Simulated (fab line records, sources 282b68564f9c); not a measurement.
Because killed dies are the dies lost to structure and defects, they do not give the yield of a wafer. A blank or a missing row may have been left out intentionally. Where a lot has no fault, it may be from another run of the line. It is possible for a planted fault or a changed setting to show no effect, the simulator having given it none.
Struck lot and sound lot, side by side	flow rit cmos	15 steps out of a route of 202
Sound: wafers L850.1, L850.2, L850.3. Struck: wafer L855.1 (L855.2, L855.4, from the same lot, were not struck and are left out); the cause is given at the end.
Order at every step that has rows: each side's tool, ch and its chambers, its first start. Under that, the readings that differ: sound wafers	struck wafers	difference of the means	sigmas: that difference in standard deviations of wafers without a fault.
alike: readings with means less than 2 such deviations apart, plus words and numbers identical on both sides. not compared: withheld readings, readings lacking a value on some wafer, bounds such as >300 that could conceal the same value, and numbers that have no deviation in the record and whose values overlap.
The two part at a step that has a row with sigmas, a row that says differs or no value, or rows on one side only. Numbers that have no deviation but don't overlap get no sigmas and don't part them. A reading that every wafer of one side lacks parts them only if that side has two wafers or more.

RIT_M1_THK_MEAS_02: measures by xrf.
  sound on film metro-03, day 5 07:10; struck on film metro-04, day 6 03:52
  alike: M1_AL_THK
then, 6 steps without rows for these wafers: RIT_M1_HMDS_03 (prime time 60 s); RIT_M1_COAT_04 (resist thk 1300 nm); RIT_M1_SOFTBAKE_05 (time 60 s); RIT_M1_EXPOSE_06 (exposes mask M12, target cd 2600 nm); RIT_M1_PEB_07; RIT_M1_DEVELOP_08 (develop time 68 s).
RIT_M1_CD_MEAS_09 targets a cd of 2600 nm.
  sound on cd sem-01, day 5 08:16; struck on cd sem-02, day 6 04:49
  alike: cd nm
RIT_M1_OVL_MEAS_10:
  sound on overlay-02, day 5 08:23; struck on overlay-01, day 6 04:56
reading	sound	struck	difference	sigmas
M1_OVL (nm)	2.0 1.3 2.6	-1.2	-3.2	-2
then, 1 step without rows for these wafers: RIT_M1_HARDBAKE_11 (time 120 s).
RIT_M1_METAL_ETCH_12: etches Al in Cl2/BCl3, stops on SiO2, time 165 s, target depth 600 nm.
  sound on rie metal-01 ch 0,1, day 5 08:40; struck on rie metal-02 ch 1, day 6 05:13
reading	sound	struck	difference	sigmas
oes product au (a.u.)	0.777 0.783 0.783	0.800	+0.019	+2
  alike: drypump motor current A, throttle valve pct
  not compared: rf hours counter h
then, 1 step without rows for these wafers: RIT_M1_STRIP_13 (strips in nmp, time 600 s).
RIT_M1_STRIP_14: strips in O2, time 180 s.
  sound on plasma asher-01 ch 0,1, day 5 09:00; struck on plasma asher-01 ch 1, day 6 05:34
reading	sound	struck	difference	sigmas
run length s (s)	207.9 208.6 207.8	201.0	-7.1	-15
  alike: drypump motor current A
  not compared: rf hours counter h, rf refl power W
RIT_M1_CD_MEAS_90 targets a cd of 2600 nm.
  sound on cd sem-02, day 5 09:11; struck on cd sem-01, day 6 05:44
  alike: cd nm
RIT_M1_PROBE_99:
  sound on prober-01, day 5 10:55; struck on prober-02, day 6 07:28
  alike: defect limited yield, killed at contacts, killed at front end, killed dies, killed open, killed short, sort_bin_3_pad_short, sort_bin_5_function, sort_bin_6_memory, sort n pass, sort yield pct

## WHERE THEY PART
First at RIT_M1_OVL_MEAS_10; last, within this record, at RIT_M1_STRIP_14. Later steps at which nothing parts them and some readings are alike: RIT_M1_CD_MEAS_90, RIT_M1_PROBE_99.

WHY: whatever the simulator had introduced
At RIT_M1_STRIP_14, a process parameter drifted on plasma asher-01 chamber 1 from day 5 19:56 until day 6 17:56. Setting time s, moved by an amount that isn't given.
